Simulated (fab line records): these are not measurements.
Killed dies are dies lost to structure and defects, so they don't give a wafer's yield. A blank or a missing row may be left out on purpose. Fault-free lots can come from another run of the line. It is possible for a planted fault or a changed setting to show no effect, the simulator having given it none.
Struck lot and sound lot, side by side ; flow berkeleyCmos170 ; 15 out of 331 route steps
Sound: these wafers, L923.3, L923.4, L923.6. The struck wafers were L929.1, L929.4, L929.6. At the end, the cause is stated.
Per side, at each step with rows, come the tool, then ch with its chambers, and then its first start. Under that, the readings that differ: sound wafers ; struck wafers ; difference of the means ; sigmas: that difference in standard deviations of wafers without a fault.
alike: readings whose means differ by less than 2 such deviations, and words and numbers that are the same on both sides. not compared: withheld readings, readings that some wafer has no value for, bounds like >300 that may hide the same value, and numbers for which the record gives no deviation and whose values overlap.
Wherever a step has rows on one side only, a row that says differs or no value, or a row with sigmas, the two part there. Non-overlapping numbers with no deviation appear without sigmas and do not part them. A reading that every wafer of one side lacks parts them only if that side has two wafers or more.

first, 1 step without rows for these wafers: UCB170_PLDD_IMPLANT_09.
UCB170_PLDD_STRIP_10: strips in O2.
  sound on plasmaAsher-01 ch 0,1, day 7 21:46; struck on plasmaAsher-04 ch 0,1, day 8 21:26
  alike: drypumpMotorCurrentA, oesProductAu, stripTimeToEndpointS
  not compared: rfHoursCounterH
UCB170_PLDD_TW_MEAS_11:
  sound on filmMetro-02 at day 7 21:53; struck on filmMetro-02 at day 8 21:32
  alike: PLDD_TW
then, 7 steps without rows for these wafers: UCB170_PLDD_CLEAN_12 (cleans in SPM, time 600 s); UCB170_NLDD_HMDS_00 (prime time 60 s); UCB170_NLDD_COAT_01 (resist thk 900 nm); UCB170_NLDD_SOFTBAKE_02 (time 60 s); UCB170_NLDD_EXPOSE_03 (exposes mask NSELECT, target cd 1200 nm); UCB170_NLDD_PEB_04; UCB170_NLDD_DEVELOP_05 (develop time 45 s).
UCB170_NLDD_CD_MEAS_06: the cd target is 1200 nm.
  sound on cdSem-02 at day 7 23:06; struck on cdSem-01 at day 8 22:44
  alike: cdNm
UCB170_NLDD_OVL_MEAS_07:
  sound on overlay-02 at day 7 23:11; struck on overlay-02 at day 8 22:51
  alike: NLDD_OVL
UCB170_NLDD_IMPLANT_08:
  sound on implanter-01 ch 0, day 7 23:16; struck on implanter-01 ch 0, day 8 22:53
reading;sound;struck;difference;sigmas
beamEnergyKeV;30.013 30.002 30.001;28.880 28.891 28.886;-1.120;-99 or more
model.implant.drpNm (nm);9.611 9.611 9.611;9.345 9.345 9.345;-0.266;
next, for these wafers, 1 step has no rows: UCB170_NLDD_IMPLANT_09.
UCB170_M3_PROBE_99:
  rows exist in the record for the struck wafers here (prober-01, day 10 17:03), but not for the sound ones

WHERE THEY PART
First at UCB170_NLDD_IMPLANT_08; last, within this record, at UCB170_M3_PROBE_99.

WHY: what the simulator had put in
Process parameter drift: implanter-01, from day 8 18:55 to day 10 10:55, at UCB170_NLDD_IMPLANT_08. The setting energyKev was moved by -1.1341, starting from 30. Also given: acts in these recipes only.
